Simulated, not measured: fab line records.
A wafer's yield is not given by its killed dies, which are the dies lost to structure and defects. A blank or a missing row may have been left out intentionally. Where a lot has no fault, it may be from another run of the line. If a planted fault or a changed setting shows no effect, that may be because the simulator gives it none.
Struck lot and sound lot, side by side	flow rit-cmos	44 out of 202 route steps
Sound: the wafers L674.2, L674.3, L674.6. Wafers struck: L688.1, L688.3, L688.5. The cause is given at the end.
Order at every step that has rows: each side's tool, ch and its chambers, its first start. Under that, the readings that differ: sound wafers	struck wafers	difference of the means	sigmas: that difference in standard deviations of wafers without a fault.
alike: readings whose means differ by less than 2 such deviations, and words and numbers that are the same on both sides. not compared: withheld readings, readings that some wafer has no value for, bounds like >300 that may hide the same value, and numbers for which the record gives no deviation and whose values overlap.
A row with sigmas, a row that says differs or no value, or rows on one side alone: a step with any of these is where the two part. When numbers do not overlap yet have no deviation, they are printed without sigmas and do not part them. A reading that every wafer of one side lacks parts them only if that side has two wafers or more.

first, 1 step without rows for these wafers: RIT_PRETRO_IMPLANT_08.
RIT_PRETRO_STRIP_09: strips in O2, time 180 s.
  sound on plasma-asher-01 ch 0,1, day 2 17:51; struck on plasma-asher-04 ch 0,1, day 5 15:04
  alike: drypump-motor-current-A, rf-refl-power-W
  not compared: rf-hours-counter-h
RIT_PRETRO_TW_MEAS_10:
  sound on film-metro-01 at day 2 18:02; struck on film-metro-01 at day 5 15:14
  alike: PRETRO_TW
then, 5 steps without rows for these wafers: RIT_GATE_WET_ETCH_00 (etches SiO2 in BOE, target depth 56 nm, time 60 s); RIT_GATE_CLEAN_01 (cleans in SC1, time 600 s); RIT_GATE_CLEAN_02 (cleans in dHF, time 30 s); RIT_GATE_CLEAN_03 (cleans in SC2, time 600 s); RIT_GATE_CLEAN_04 (cleans in dHF, time 60 s).
RIT_FOX2_THK_MEAS_91:
  sound on film-metro-04 at day 2 18:31; struck on film-metro-04 at day 5 15:55
  alike: FIELD_OXIDE_LEFT_2_THK
then, 2 steps without rows for these wafers: RIT_GATE_OXIDATION_05 (target thk 3 nm, ox time 270 s); RIT_GATE_ANNEAL_06 (time 600 s).
RIT_GATE_THK_MEAS_07:
  sound on film-metro-04 at day 2 20:42; struck on film-metro-01 at day 5 17:31
reading	sound	struck	difference	sigmas
GATE_OXIDE_THK (nm)	2.96 2.98 2.95	3.18 3.13 3.19	+0.20	+4
RIT_GATE_CVD_08: deposits poly-Si from SiH4, target thk 250 nm, time 2220 s.
  sound on lpcvd-01 ch 0, day 2 20:45; struck on lpcvd-01 ch 0, day 5 17:34
reading	sound	struck	difference	sigmas
spike-tc-centre-C (C)	612.3 614.0 613.2	602.8 602.3 602.4	-10.7	-8
spike-tc-load-C (C)	632.1 627.8 627.8	618.4 621.7 620.0	-9.2	-6
spike-tc-source-C (C)	630.6 629.5 631.1	619.6 619.7 621.3	-10.2	-4
susceptor-temp-C (C)	609.71 609.87 610.08	599.72 599.15 600.25	-10.18	-35
model.poly-Si_of_GATE_CVD_08.thk-nm (nm)	250.1 248.9 250.3	196.2 198.2 195.4	-53.2	
  alike: zone-power-load-pct
RIT_GATE_THK_MEAS_09:
  sound on film-metro-04 at day 2 22:23; struck on film-metro-04 at day 5 19:11
reading	sound	struck	difference	sigmas
GATE_POLY_THK (nm)	250.0 248.9 250.4	196.0 198.2 195.3	-53.3	-19
then, 6 steps without rows for these wafers: RIT_GATE_HMDS_10 (prime time 60 s); RIT_GATE_COAT_11 (resist thk 850 nm); RIT_GATE_SOFTBAKE_12 (time 60 s); RIT_GATE_EXPOSE_13 (exposes mask M6, target cd 150 nm); RIT_GATE_PEB_14; RIT_GATE_DEVELOP_15 (develop time 48.17 s).
RIT_GATE_CD_MEAS_16: target cd 150 nm.
  sound on cd-sem-01 at day 2 23:25; struck on cd-sem-01 at day 5 20:13
  alike: cd-nm
RIT_GATE_OVL_MEAS_17:
  sound on overlay-02 at day 2 23:31; struck on overlay-02 at day 5 20:20
  alike: GATE_OVL
then, 1 step without rows for these wafers: RIT_GATE_HARDBAKE_18 (time 60 s).
RIT_GATE_ETCH_19: etches poly-Si in SF6/CHF3/O2, stops on SiO2, time 165 s, target depth 312.5 nm.
  sound on rie-si-01 ch 0,1, day 2 23:42; struck on rie-si-02 ch 2,3, day 5 20:32
reading	sound	struck	difference	sigmas
oes-product-au (a.u.)	0.857 0.843 0.844	0.728 0.720 0.726	-0.123	-9
model.etch.depth-nm (nm)	250.1 248.9 250.3	196.2 198.2 195.4	-53.2	
model.GATE.feature-depth-nm (nm)	250.1 248.9 250.3	196.2 198.2 195.4	-53.2	
  alike: drypump-motor-current-A, throttle-valve-pct
  not compared: rf-hours-counter-h
RIT_GATE_STRIP_20: strips in O2, time 180 s.
  sound on plasma-asher-02 ch 0,1, day 2 23:49; struck on plasma-asher-03 ch 0,1, day 5 20:38
  alike: drypump-motor-current-A, rf-refl-power-W
  not compared: rf-hours-counter-h
RIT_GATE_CD_MEAS_90: target cd 150 nm.
  sound on cd-sem-01 at day 3 00:00; struck on cd-sem-01 at day 5 20:49
  alike: cd-nm
then, 4 steps without rows for these wafers: RIT_REOX_CLEAN_00 (cleans in SC1, time 577 s); RIT_REOX_CLEAN_01 (cleans in dHF, time 30 s); RIT_REOX_CLEAN_02 (cleans in SC2, time 600 s); RIT_REOX_OXIDATION_03 (target thk 25.2 nm, ox time 5580 s).
RIT_REOX_THK_MEAS_04:
  sound on film-metro-03 at day 3 03:04; struck on film-metro-04 at day 6 00:37
  alike: REOX_OXIDE_THK
then, 6 steps without rows for these wafers: RIT_NLDD_HMDS_00 (prime time 60 s); RIT_NLDD_COAT_01 (resist thk 1000 nm); RIT_NLDD_SOFTBAKE_02 (time 60 s); RIT_NLDD_EXPOSE_03 (exposes mask M7, target cd 40700 nm); RIT_NLDD_PEB_04; RIT_NLDD_DEVELOP_05 (develop time 50 s).
RIT_NLDD_OVL_MEAS_06:
  sound on overlay-02 at day 3 04:15; struck on overlay-02 at day 6 01:38
reading	sound	struck	difference	sigmas
NLDD_OVL (nm)	-1.7 -0.3 -1.5	0.9 1.8 1.6	+2.6	+2
then, 2 steps without rows for these wafers: RIT_NLDD_HARDBAKE_07 (time 60 s); RIT_NLDD_IMPLANT_08.
RIT_NLDD_STRIP_09: strips in O2, time 180 s.
  sound on plasma-asher-01 ch 0,1, day 3 04:35; struck on plasma-asher-04 ch 0, day 6 01:59
  alike: drypump-motor-current-A, rf-refl-power-W
  not compared: rf-hours-counter-h
RIT_NLDD_TW_MEAS_10:
  sound on film-metro-01 at day 3 04:46; struck on film-metro-02 at day 6 02:10
  alike: NLDD_TW
RIT_SDANNEAL_CLEAN_02: cleans in SC2, time 600 s.
  sound on wet-bench-03 ch 0, day 3 12:04; struck on wet-bench-02 ch 3, day 6 09:26
reading	sound	struck	difference	sigmas
model.poly-Si_of_GATE_CVD_08.thk-nm (nm)	164.1 162.2 164.4	110.1 112.5 109.6	-52.8	
  alike: bath-guard-temp-C
RIT_M1_PROBE_99:
  sound on prober-02 at day 3 19:43; struck on prober-02 at day 6 19:40
reading	sound	struck	difference	sigmas
killed_at_M0_to_M3	0 0 0	0 1 0	+0	+2
killed-short	2 1 3	4 10 4	+4	+2
model.etest.pmos-turned.r-on-ohm-um	3523 3673 3593	3325 3239 3256	-323	
model.etest.nmos-turned.drive-ua-um	321.8 311.1 311.2	362.2 369.9 371.4	+53.1	
model.etest.pmos-turned.drive-ua-um	184.9 174.1 179.1	202.7 207.2 206.5	+26.1	
model.etest.nmos_0p15.drive-ua-um	468 455.1 468.6	448.9 450.3 453	-13.2	
model.etest.nmos-narrow.drive-ua-um	228 219.6 228.2	215.3 217.8 216	-8.9	
model.etest.nmos_0p3.drive-ua-um	227.6 225.3 228.5	220.7 218.1 216.1	-8.8	
model.etest.ppoly-line.rs-ohm-sq	16.08 15.94 16.09	16.61 16.53 16.55	+0.53	
  alike: killed-at-contacts, killed-at-front-end, killed-dies, killed-open
  not compared: model.etest.nmos_0p3.r-on-ohm-um

## WHERE THEY PART
Last at RIT_M1_PROBE_99 as far as this record goes, first at RIT_GATE_THK_MEAS_07.

WHY: what had been put in by the simulator
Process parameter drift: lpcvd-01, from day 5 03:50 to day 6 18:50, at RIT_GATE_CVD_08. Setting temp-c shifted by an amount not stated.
